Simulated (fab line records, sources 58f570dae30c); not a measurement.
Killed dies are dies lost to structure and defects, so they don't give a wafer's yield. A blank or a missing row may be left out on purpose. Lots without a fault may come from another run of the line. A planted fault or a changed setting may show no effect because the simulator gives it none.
Split-lot experiment | flow berkeley_cmos170 | 5 lots, 23 wafers read, on a route of 331 steps

THE SPLIT
At UCB170_NSD_PEB_04, the setting peb_temp_c was moved away from the recipe's 130 C on 6 of the 23 wafers read, by +1.9% to +2.3%. The other wafers ran this setting at the recipe's value.

FROM THE SPLIT TO THE READING: what the file shows between them, 1 step
- UCB170_NSD_DEVELOP_05: develop time 45 s

THE READING
cd_nm, in nm, at UCB170_NSD_CD_MEAS_06 (target cd 1200 nm). Fault-free wafers of this fab line usually give 1199.9 nm, standard deviation 0.98 nm.

wafer  | tool, chamber at the split | peb_temp_c as run, C | against the recipe | cd_nm, nm | against lot-mates on the recipe
L076.1 | litho_track-02, 0          | 132.5                | +1.9%              | 1214.8    | +14.5
L076.2 | litho_track-02, 0          | 130                  | recipe             | 1199.9    | -
L076.3 | litho_track-02, 0          | 132.5                | +1.9%              | 1215.5    | +15.2
L076.4 | litho_track-02, 0          | 132.5                | +1.9%              | 1215.9    | +15.7
L076.5 | litho_track-02, 0          | 130                  | recipe             | 1200.6    | -
L080.2 | litho_track-03, 0          | 130                  | recipe             | 1198.3    | -
L080.3 | litho_track-03, 0          | 130                  | recipe             | 1199.5    | -
L080.4 | litho_track-03, 0          | 133                  | +2.3%              | 1216.9    | +18.0
L080.5 | litho_track-03, 0          | 133                  | +2.3%              | 1217.6    | +18.7
L080.6 | litho_track-03, 0          | 133                  | +2.3%              | 1217.8    | +18.9
L082.1 | litho_track-01, 0          | 130                  | recipe             | 1199.6    | -
L082.3 | litho_track-01, 0          | 130                  | recipe             | 1199.5    | -
L082.4 | litho_track-01, 0          | 130                  | recipe             | 1199.1    | -
L082.5 | litho_track-01, 0          | 130                  | recipe             | 1199.3    | -
L082.6 | litho_track-01, 0          | 130                  | recipe             | 1198.2    | -
L081.1 | litho_track-03, 0          | 130                  | recipe             | 1200.5    | -
L081.2 | litho_track-03, 0          | 130                  | recipe             | 1200.4    | -
L081.4 | litho_track-03, 0          | 130                  | recipe             | 1200.2    | -
L081.5 | litho_track-03, 0          | 130                  | recipe             | 1199.6    | -
L081.6 | litho_track-03, 0          | 130                  | recipe             | 1199.5    | -
L084.2 | litho_track-01, 0          | 130                  | recipe             | 1199.8    | -
L084.4 | litho_track-01, 0          | 130                  | recipe             | 1198.8    | -
L084.6 | litho_track-01, 0          | 130                  | recipe             | 1199.3    | -

THE FIT
A straight line over all 23 wafers: cd_nm changes by +7.95 nm for each +1% of peb_temp_c; r = +1.00; the points scatter about the line by 0.7 nm.
The same after taking each lot's own level away (the mean of its wafers on the recipe; 23 wafers): +7.97 nm for each +1%; r = +1.00; scatter 0.48 nm.
On that fit, the largest move of peb_temp_c shifts the reading by 18 nm.
The lots' own levels span 1198.90 to 1200.25 nm, that is 1.4 times the standard deviation above.
So the lot-to-lot level changes the slope little: the two slopes agree.
Check: with one of the wafers moved furthest among these (+2.3%) left out of the fit, the line predicts +18.5 nm for it against its lot-mates. It came out at +18 nm against them.

OTHER SPLITS ON THESE WAFERS
These wafers also went through other splits before the reading. Each is held against what the fit with the lots' levels taken away leaves over:
other split on the same wafers      | wafers away from the commonest value | r with cd_nm (lot level and that fit taken away)
UCB170_ZERO_COAT_01 resist_thk_nm   | 5                                    | -0.10
UCB170_ZERO_DEVELOP_05 dev_temp_c   | 8                                    | +0.07
UCB170_NWELL_COAT_07 resist_thk_nm  | 10                                   | +0.23
UCB170_NWELL_DEVELOP_11 dev_temp_c  | 8                                    | +0.09
UCB170_ACTIVE_COAT_08 spin_rpm      | 12                                   | +0.03
UCB170_PFIELD_IMPLANT_07 energy_kev | 8                                    | -0.24
UCB170_GATE_EXPOSE_09 dose_mj       | 6                                    | -0.06
UCB170_NLDD_STRIP_10 o2_flow_sccm   | 5                                    | -0.07

THE FILE'S OWN FIT
cd_nm changes by +7.95 nm for each +1% of peb_temp_c, r = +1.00.
